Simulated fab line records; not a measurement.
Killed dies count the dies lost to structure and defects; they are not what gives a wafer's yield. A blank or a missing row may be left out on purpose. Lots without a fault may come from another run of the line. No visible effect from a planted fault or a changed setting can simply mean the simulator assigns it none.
The tool behind it: which one?    flow berkeley_cmos170    15 lots with 45 wafers sampled at 5 steps, on a route of 331 steps

== WHAT THE GAUGES SHOWED, per wafer ==
UCB170_PWELL_THK_MEAS_06.
lot   measured     on             PWELL_NITRIDE_THK (nm)
L952  day 3 11:03  film_metro-01  216.9 217.8 216.9
L953  day 3 18:14  film_metro-02  218.9 221.0 220.8
L954  day 4 03:16  film_metro-04  219.6 220.1 221.0
L955  day 4 03:16  film_metro-02  221.1 219.9 221.5
L956  day 4 03:17  film_metro-01  222.1 219.3 221.4
L957  day 4 11:59  film_metro-01  220.0 220.8 220.5
L958  day 4 17:27  film_metro-04  218.6 217.0 216.6
L959  day 4 17:29  film_metro-04  220.1 221.8 220.3
L960  day 4 22:57  film_metro-02  221.5 223.6 220.7
L961  day 5 05:32  film_metro-04  217.8 218.0 218.4
L965  day 6 02:49  film_metro-04  218.3 218.4 216.7
L966  day 6 02:49  film_metro-01  216.8 215.5 214.1
L967  day 6 12:45  film_metro-04  217.1 215.2 214.1
L974  day 8 02:43  film_metro-01  219.5 217.6 220.3
L975  day 8 13:27  film_metro-04  220.5 221.0 219.2

UCB170_ACTIVE_THK_MEAS_03.
lot   measured     on             ACTIVE_OXIDE_THK (nm)
L952  day 4 18:07  film_metro-03  26.0 26.2 26.1
L953  day 4 22:22  film_metro-02  26.7 26.5 26.5
L954  day 5 07:57  film_metro-04  25.4 25.7 25.4
L955  day 5 07:58  film_metro-02  26.1 26.0 26.2
L956  day 5 08:02  film_metro-02  26.2 26.1 26.1
L957  day 5 17:50  film_metro-04  26.0 26.2 26.4
L958  day 5 17:51  film_metro-03  26.4 26.6 26.2
L959  day 5 17:53  film_metro-04  25.7 25.7 25.7
L960  day 5 17:50  film_metro-02  26.6 25.9 25.3
L961  day 6 08:06  film_metro-02  26.2 26.1 26.0
L965  day 7 11:02  film_metro-04  21.4 21.8 22.3
L966  day 7 11:02  film_metro-03  20.6 20.5 20.6
L967  day 7 11:06  film_metro-04  21.2 21.3 21.2
L974  day 9 07:53  film_metro-03  27.3 27.0 27.4
L975  day 9 15:04  film_metro-03  26.1 26.0 25.8

UCB170_ACTIVE_CD_MEAS_13: the cd target is 1200 nm.
lot   measured      on         cd_nm (nm)
L952  day 5 02:53   cd_sem-01  1200.6 1200.7 1201.8
L953  day 5 08:25   cd_sem-01  1200.5 1199.8 1200.0
L954  day 5 18:19   cd_sem-01  1200.8 1199.1 1199.7
L955  day 5 18:27   cd_sem-01  1200.7 1200.1 1201.6
L956  day 5 18:50   cd_sem-01  1200.8 1201.8 1200.1
L957  day 6 03:06   cd_sem-02  1197.2 1198.5 1197.7
L958  day 6 02:45   cd_sem-01  1198.8 1199.0 1198.6
L959  day 6 03:13   cd_sem-02  1198.4 1198.6 1198.3
L960  day 6 02:55   cd_sem-02  1201.6 1201.3 1202.0
L961  day 6 23:05   cd_sem-02  1199.5 1199.2 1199.3
L965  day 7 19:02   cd_sem-02  1199.1 1198.7 1198.8
L966  day 7 18:29   cd_sem-01  1200.8 1201.0 1199.7
L967  day 7 18:45   cd_sem-02  1198.8 1198.6 1197.5
L974  day 9 16:40   cd_sem-02  1201.1 1199.2 1200.9
L975  day 10 00:10  cd_sem-01  1199.1 1200.1 1199.3

UCB170_PFIELD_OVL_MEAS_06.
lot   measured      on          PFIELD_OVL (nm)
L952  day 5 04:50   overlay-02  -4 -3 -8
L953  day 5 10:04   overlay-02  3 1 10
L954  day 5 20:08   overlay-01  -11 -6 -6
L955  day 5 20:25   overlay-01  0 -6 8
L956  day 5 20:38   overlay-02  -5 0 -11
L957  day 6 05:04   overlay-02  -3 -4 -1
L958  day 6 04:48   overlay-01  -7 -11 -1
L959  day 6 05:10   overlay-01  4 13 15
L960  day 6 05:01   overlay-01  -2 -1 -4
L961  day 7 00:50   overlay-02  -6 1 -3
L965  day 7 21:46   overlay-01  -5 5 -3
L966  day 7 21:10   overlay-02  -3 -1 -3
L967  day 7 21:26   overlay-02  1 0 1
L974  day 9 18:37   overlay-02  5 2 4
L975  day 10 03:02  overlay-01  6 3 3

== WHICH TOOL RAN EACH LOT (tool, then ch and the chambers of the sampled wafers, then the start) ==
lot   UCB170_ACTIVE_OXIDATION_02
L952  furnace-04 ch 0, day 4 16:46
L953  furnace-01 ch 0, day 4 21:00
L954  furnace-01 ch 0, day 5 06:36
L955  furnace-01 ch 0, day 5 06:36
L956  furnace-01 ch 0, day 5 06:36
L957  furnace-04 ch 0, day 5 16:29
L958  furnace-04 ch 0, day 5 16:29
L959  furnace-04 ch 0, day 5 16:29
L960  furnace-04 ch 0, day 5 16:29
L961  furnace-02 ch 0, day 6 06:44
L965  furnace-01 ch 0, day 7 09:41
L966  furnace-01 ch 0, day 7 09:41
L967  furnace-01 ch 0, day 7 09:41
L974  furnace-02 ch 0, day 9 06:32
L975  furnace-04 ch 0, day 9 13:43
- UCB170_ACTIVE_OXIDATION_02: target thk 26.4 nm, ox time 1260 s.

== WHAT THE TOOLS THEMSELVES READ (means of the sampled wafers that have a number; where no wafer has one, the mark that the record gives instead) ==
UCB170_ACTIVE_OXIDATION_02.
lot   tool        spike_tc_centre_C (C)  spike_tc_load_C (C)  spike_tc_source_C (C)  tube_center_temp_C (C)  tube_center_temp_C_max
L952  furnace-04  1003.8                 1031                 1016                   1000                    1002.2
L953  furnace-01  1003.1                 1023                 1027                   1000                    1003.2
L954  furnace-01  1002.7                 1022                 1027                   1000                    1002.5
L955  furnace-01  1002.9                 1023                 1027                   1000                    1002.8
L956  furnace-01  1002.9                 1021                 1026                   1000                    1002.3
L957  furnace-04  1003.3                 1030                 1017                   1000                    1002.5
L958  furnace-04  1004.6                 1028                 1018                   1000                    1002.3
L959  furnace-04  1004.2                 1031                 1017                   1000                    1002.6
L960  furnace-04  1004.6                 1030                 1018                   1000                    1002.8
L961  furnace-02  1004.0                 1026                 1021                   1000                    1002.1
L965  furnace-01  981.9                  1000                 1006                   978                     981.1
L966  furnace-01  981.1                  1001                 1005                   979                     981.1
L967  furnace-01  980.8                  1000                 1005                   978                     981.0
L974  furnace-02  1002.9                 1025                 1021                   1000                    1002.4
L975  furnace-04  1004.5                 1029                 1016                   1000                    1002.9

== THE ANSWER, worked out from the rows above alone ==
Rule: what is usual is taken from the lots themselves. Put in order of their means at a reading, lots are off if they are a third of the lots or fewer, leave a main group of 4 or more, and stand apart from it by a gap of 3 or more times the standard deviation of the main group's means; of several such gaps the widest counts. The tables above print the reading to a certain number of digits; a main group whose means all agree to those digits is not used. A lot without any number at a reading at which 4 lots or more have one is off too. The other lots that the step has rows for count as sound. Order of review: gauges by route order, followed by the tools' own readings, for which a lot's mean as printed above is used. The first step at which some lot is off is used, and at that step the reading that is off furthest; a lot without a number counts as furthest.
Off: at UCB170_ACTIVE_THK_MEAS_03 (ACTIVE_OXIDE_THK), L965, L966, L967. For the main group the mean is 26.2 nm and the standard deviation 0.42.
If a tool, at a process step before that reading, ran all the lots that are off and no sound lot after the first of them, it fits. Not tried: the gauges at UCB170_ACTIVE_THK_MEAS_03; whatever is off there is also off at UCB170_ACTIVE_OXIDATION_02, on other tools, and gauge error can't account for it. One fits: UCB170_ACTIVE_OXIDATION_02 on furnace-01. Its last sound lot is L954 (day 5 06:36), its first lot that is off L965 (day 7 09:41): a fault that began between those two fits.
The tool's own readings at UCB170_ACTIVE_OXIDATION_02 bear it out: on the lots that are off they differ by more than 5 times the standard deviation of the sound lots' means. spike_tc_centre_C reads 981.3 C there against 1003.6 C on the sound lots; spike_tc_load_C reads 1000 C there against 1027 C on the sound lots; tube_center_temp_C reads 978 C there against 1000 C on the sound lots; tube_center_temp_C_max reads 981.1 there against 1002.5 on the sound lots.

== WHAT WAS PUT IN BY THE SIMULATOR ==
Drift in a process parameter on furnace-01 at UCB170_ACTIVE_OXIDATION_02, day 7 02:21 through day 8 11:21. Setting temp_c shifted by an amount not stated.
Shown lots that were struck: L965, L966, L967. This agrees with what the rule above found.
